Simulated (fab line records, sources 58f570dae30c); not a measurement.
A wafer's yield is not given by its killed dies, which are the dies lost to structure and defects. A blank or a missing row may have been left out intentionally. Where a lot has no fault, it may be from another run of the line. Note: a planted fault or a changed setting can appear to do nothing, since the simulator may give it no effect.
fab line records -- flow berkeley_cmos170
[record] lots = 14, wafers = 42, last_day = 11
route steps=331 shown NWELL@24 PWELL@40 SCREENOX@102
lots that met no fault: from a run of the same line without faults
start_h: hours from the record's opening day to when the first of the lot's shown wafers began -- wait_h: hours from the lot's prior step to this one -- " same as the row above -- L1.1+2: a single row standing in for several wafers -- - either no value or no given start -- * or withheld: withheld -- < > ~ a bound
route shown NAME@n: names a module that has steps shown in the file, with the first one's number in the route -- usual: average and standard deviation across the fault-free wafers -- same: alike in all rows -- chamber/n: place in a boat -- sites: readings site by site -- _std_site: their standard deviation -- _edge_site: mean of outer sites minus mean of inner sites -- radius_mm: for every site, how far away it sits from the centre of the wafer -- mask NAME#n: copy n -- behind: the tool/chamber that last shaped the wafer -- hold: what put the lot on hold/how long, in hours/how the hold closed -- device: the transistor (n, p or np) that didn't switch -- end of line: at the end of the route, the tests of the same wafers -- a step without rows: its recipe alone -- killed: dies that structure and defects cost at the first sort, which is not the same as the wafer's yield -- map: per-die view of a wafer (x killed, . not killed, _ where there is no die)
set.NAME: the setting the step ran with; set.NAME@STEP: the setting that earlier step ran with -- model.NAME: the simulator's own value behind a step, which no gauge read
a sample of lots followed through the steps of the route, with each step as a table and each wafer as a row
[[steps]]
[step UCB170_NWELL_PEB_10]
[recipe] peb_temp_c = 130, peb_time_s = withheld, resist = KrF
[usual] chill_plate_temp_C = 23.00/0.11, exhaust_pa = 44.8/0.93
lot.wafer,tool,chamber,start_h,wait_h,chill_plate_temp_C,exhaust_pa
L458.1,litho_track-04,0,29.23,0.3,23.24,45.8
L458.2,litho_track-04,0,29.23,0.3,23.24,46.3
L458.3,litho_track-04,0,29.23,0.3,23.12,46.0
L459.3,litho_track-02,0,32.88,0.1,23.04,46.1
L459.5,litho_track-02,0,32.88,0.1,23.05,44.9
L459.6,litho_track-02,0,32.88,0.1,23.06,43.7
L460.2,litho_track-02,0,43.17,0.2,22.97,44.5
L460.4,litho_track-02,0,43.17,0.2,23.04,44.2
L460.6,litho_track-02,0,43.17,0.2,23.21,45.5
L462.1,litho_track-01,0,52.91,0.3,23.04,43.8
L462.2,litho_track-01,0,52.91,0.3,23.10,43.1
L462.5,litho_track-01,0,52.91,0.3,23.16,45.5
L466.2,litho_track-02,0,78,-,22.95,42.6
L466.5,litho_track-02,0,78,-,22.95,43.9
L466.6,litho_track-02,0,78,-,22.96,42.6
L469.1,litho_track-04,0,82.19,0.4,22.80,45.1
L469.4,litho_track-04,0,82.19,0.4,22.84,44.0
L469.6,litho_track-04,0,82.19,0.4,22.96,44.2
L468.1,litho_track-01,0,82.49,0.4,23.13,45.7
L468.3,litho_track-01,0,82.49,0.4,23.00,44.0
L468.4,litho_track-01,0,82.49,0.4,22.99,45.7
L470.2,litho_track-04,-,82.76,0.5,-,-
L470.3,litho_track-04,-,82.76,0.5,-,-
L470.4,litho_track-04,-,82.76,0.5,-,-
L471.2,litho_track-01,-,94.81,0.9,-,-
L471.4,litho_track-01,-,94.81,0.9,-,-
L471.6,litho_track-01,-,94.81,0.9,-,-
L473.2,litho_track-01,0,107.81,0.8,22.94,45.4
L473.4,litho_track-01,0,107.81,0.8,22.99,45.5
L473.6,litho_track-01,0,107.81,0.8,22.95,44.7
L476.1,litho_track-01,0,119.13,0.3,23.06,43.3
L476.4,litho_track-01,0,119.13,0.3,23.19,42.5
L476.5,litho_track-01,0,119.13,0.3,23.10,44.4
L478.2,litho_track-01,0,128.14,0.1,23.09,44.7
L478.3,litho_track-01,0,128.14,0.1,23.00,45.5
L478.4,litho_track-01,0,128.14,0.1,22.89,45.1
L480.1,litho_track-04,0,137.72,0.6,22.85,45.8
L480.3,litho_track-04,0,137.72,0.6,22.85,44.7
L480.4,litho_track-04,0,137.72,0.6,22.79,45.5
L481.3,litho_track-04,0,141.67,0.1,22.95,46.1
L481.5,litho_track-04,0,141.67,0.1,22.95,46.0
L481.6,litho_track-04,0,141.67,0.1,22.89,46.5
[step UCB170_NWELL_OVL_MEAS_12]
[usual] NWELL_OVL = 2/5.1
lot.wafer,tool,chamber,start_h,wait_h,NWELL_OVL[nm]
L458.1,overlay-02,-,29.50,-,-2
L458.2,overlay-02,-,29.50,-,-5
L458.3,overlay-02,-,29.50,-,4
L459.3,overlay-02,-,33.12,-,-2
L459.5,overlay-02,-,33.12,-,2
L459.6,overlay-02,-,33.12,-,-6
L460.2,overlay-02,-,43.43,-,6
L460.4,overlay-02,-,43.43,-,1
L460.6,overlay-02,-,43.43,-,-3
L462.1,overlay-02,-,53.18,-,4
L462.2,overlay-02,-,53.18,-,-1
L462.5,overlay-02,-,53.18,-,-1
L466.2,overlay-02,-,78.55,-,9
L466.5,overlay-02,-,78.55,-,-1
L466.6,overlay-02,-,78.55,-,8
L469.1,overlay-02,-,82.47,-,8
L469.4,overlay-02,-,82.47,-,4
L469.6,overlay-02,-,82.47,-,4
L468.1,overlay-02,-,82.81,-,-10
L468.3,overlay-02,-,82.81,-,-2
L468.4,overlay-02,-,82.81,-,2
L470.2,overlay-02,-,83.02,-,-
L470.3,overlay-02,-,83.02,-,-
L470.4,overlay-02,-,83.02,-,-
L471.2,overlay-02,-,95.07,-,-
L471.4,overlay-02,-,95.07,-,-
L471.6,overlay-02,-,95.07,-,-
L473.2,overlay-02,-,108.07,-,-6
L473.4,overlay-02,-,108.07,-,-7
L473.6,overlay-02,-,108.07,-,-8
L476.1,overlay-02,-,119.40,-,7
L476.4,overlay-02,-,119.40,-,0
L476.5,overlay-02,-,119.40,-,7
L478.2,overlay-01,-,128.39,-,8
L478.3,overlay-01,-,128.39,-,4
L478.4,overlay-01,-,128.39,-,17
L480.1,overlay-01,-,137.99,-,2
L480.3,overlay-01,-,137.99,-,-3
L480.4,overlay-01,-,137.99,-,2
L481.3,overlay-01,-,141.91,-,-1
L481.5,overlay-01,-,141.91,-,0
L481.6,overlay-01,-,141.91,-,3
[step UCB170_PWELL_THK_MEAS_06]
[recipe] reads = Si3N4_of_PWELL_CVD_05
[usual] PWELL_NITRIDE_THK = 220.0/1.7
lot.wafer,tool,chamber,start_h,wait_h,PWELL_NITRIDE_THK[nm]
L458.1,film_metro-03,-,48.22,0.0,218.4
L458.2,film_metro-03,-,48.22,0.0,218.9
L458.3,film_metro-03,-,48.22,0.0,218.6
L459.3,film_metro-03,-,51.99,0.0,218.9
L459.5,film_metro-03,-,51.99,0.0,217.9
L459.6,film_metro-03,-,51.99,0.0,218.9
L460.2,film_metro-03,-,59.29,0.1,219.7
L460.4,film_metro-03,-,59.29,0.1,218.7
L460.6,film_metro-03,-,59.29,0.1,218.0
L462.1,film_metro-02,-,65.97,0.0,217.8
L462.2,film_metro-02,-,65.97,0.0,219.0
L462.5,film_metro-02,-,65.97,0.0,218.2
L466.2,film_metro-03,-,98.65,0.0,220.7
L466.5,film_metro-03,-,98.65,0.0,220.0
L466.6,film_metro-03,-,98.65,0.0,221.5
L468.1,film_metro-03,-,98.70,0.1,219.7
L468.3,film_metro-03,-,98.70,0.1,219.7
L468.4,film_metro-03,-,98.70,0.1,219.7
L469.1,film_metro-02,-,98.70,0.1,221.5
L469.4,film_metro-02,-,98.70,0.1,223.3
L469.6,film_metro-02,-,98.70,0.1,220.9
L473.2,film_metro-01,-,125.01,0.0,223.8
L473.4,film_metro-01,-,125.01,0.0,222.6
L473.6,film_metro-01,-,125.01,0.0,221.4
L476.1,film_metro-01,-,133.05,0.0,219.9
L476.4,film_metro-01,-,133.05,0.0,217.8
L476.5,film_metro-01,-,133.05,0.0,220.2
L478.2,film_metro-02,-,141.15,0.0,221.6
L478.3,film_metro-02,-,141.15,0.0,221.7
L478.4,film_metro-02,-,141.15,0.0,220.5
L481.3,film_metro-03,-,155.08,0.0,217.9
L481.5,film_metro-03,-,155.08,0.0,219.2
L481.6,film_metro-03,-,155.08,0.0,218.3
L480.1,film_metro-01,-,155.12,0.1,218.4
L480.3,film_metro-01,-,155.12,0.1,218.0
L480.4,film_metro-01,-,155.12,0.1,218.3
[step UCB170_SCREENOX_THK_MEAS_02]
[recipe] reads = SiO2_of_SCREENOX_OXIDATION_01
[usual] SCREENOX_OXIDE_THK = 14.51/0.23
lot.wafer,tool,chamber,start_h,wait_h,SCREENOX_OXIDE_THK[nm]
L458.1,film_metro-03,-,97.88,0.0,14.42
L458.2,film_metro-03,-,97.88,0.0,14.20
L458.3,film_metro-03,-,97.88,0.0,14.44
L459.3,film_metro-04,-,97.90,0.0,14.50
L459.5,film_metro-04,-,97.90,0.0,14.61
L459.6,film_metro-04,-,97.90,0.0,14.60
L460.2,film_metro-04,-,117.09,0.0,14.44
L460.4,film_metro-04,-,117.09,0.0,14.44
L460.6,film_metro-04,-,117.09,0.0,14.37
L462.1,film_metro-01,-,128.61,0.0,14.44
L462.2,film_metro-01,-,128.61,0.0,14.37
L462.5,film_metro-01,-,128.61,0.0,14.45
L466.2,film_metro-01,-,140.01,0.0,14.51
L466.5,film_metro-01,-,140.01,0.0,14.27
L466.6,film_metro-01,-,140.01,0.0,14.32
L468.1,film_metro-04,-,140.06,0.1,14.39
L468.3,film_metro-04,-,140.06,0.1,14.39
L468.4,film_metro-04,-,140.06,0.1,14.50
L469.1,film_metro-01,-,159.18,0.0,14.39
L469.4,film_metro-01,-,159.18,0.0,14.61
L469.6,film_metro-01,-,159.18,0.0,14.72
L473.2,film_metro-01,-,175.22,0.0,14.19
L473.4,film_metro-01,-,175.22,0.0,14.54
L473.6,film_metro-01,-,175.22,0.0,14.35
L476.1,film_metro-04,-,196.31,0.0,14.82
L476.4,film_metro-04,-,196.31,0.0,14.76
L476.5,film_metro-04,-,196.31,0.0,14.59
L478.2,film_metro-01,-,196.32,0.0,14.40
L478.3,film_metro-01,-,196.32,0.0,14.72
L478.4,film_metro-01,-,196.32,0.0,14.66
L481.3,film_metro-03,-,206.19,0.0,14.76
L481.5,film_metro-03,-,206.19,0.0,14.74
L481.6,film_metro-03,-,206.19,0.0,14.68
L480.1,film_metro-03,-,209.14,0.0,14.98
L480.3,film_metro-03,-,209.14,0.0,14.85
L480.4,film_metro-03,-,209.14,0.0,14.69
[[key]]
[first_sign] step = UCB170_NWELL_PEB_10, reading = tool_record, direction = missing
effect none on later readings
met_at UCB170_NWELL_PEB_10
struck_lots L470,L471
later_rows_left_out L470.2,L470.3,L470.4,L471.2,L471.4,L471.6
sort_left_out L470.2,L470.3,L470.4,L471.2,L471.4,L471.6
tester_left_out L470,L471
not_acting_at UCB170_NWELL_OVL_MEAS_12,UCB170_PWELL_THK_MEAS_06,UCB170_SCREENOX_THK_MEAS_02
onset_between 82.49 82.76
[fault] kind = skipped_step_whole, tool = litho_track-01,litho_track-04, chamber = -, onset_h = 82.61, steps = UCB170_NWELL_PEB_10, scope = struck_lots_only
// tester_left_out: of these lots the tester's yield and bins aren't shown, on N5 and GAA mostly nor the transistor test; their killed dies are dies lost to structure and defects alone, not to doping, threshold or leakage, so they don't give the yield
// sort_left_out: the simulated sort isn't trusted on such a fault, so these wafers' sort isn't shown, and their yield isn't known
// later_rows_left_out: the simulator's readings of these wafers behind a module that went badly wrong aren't trusted and aren't shown, but for the sort
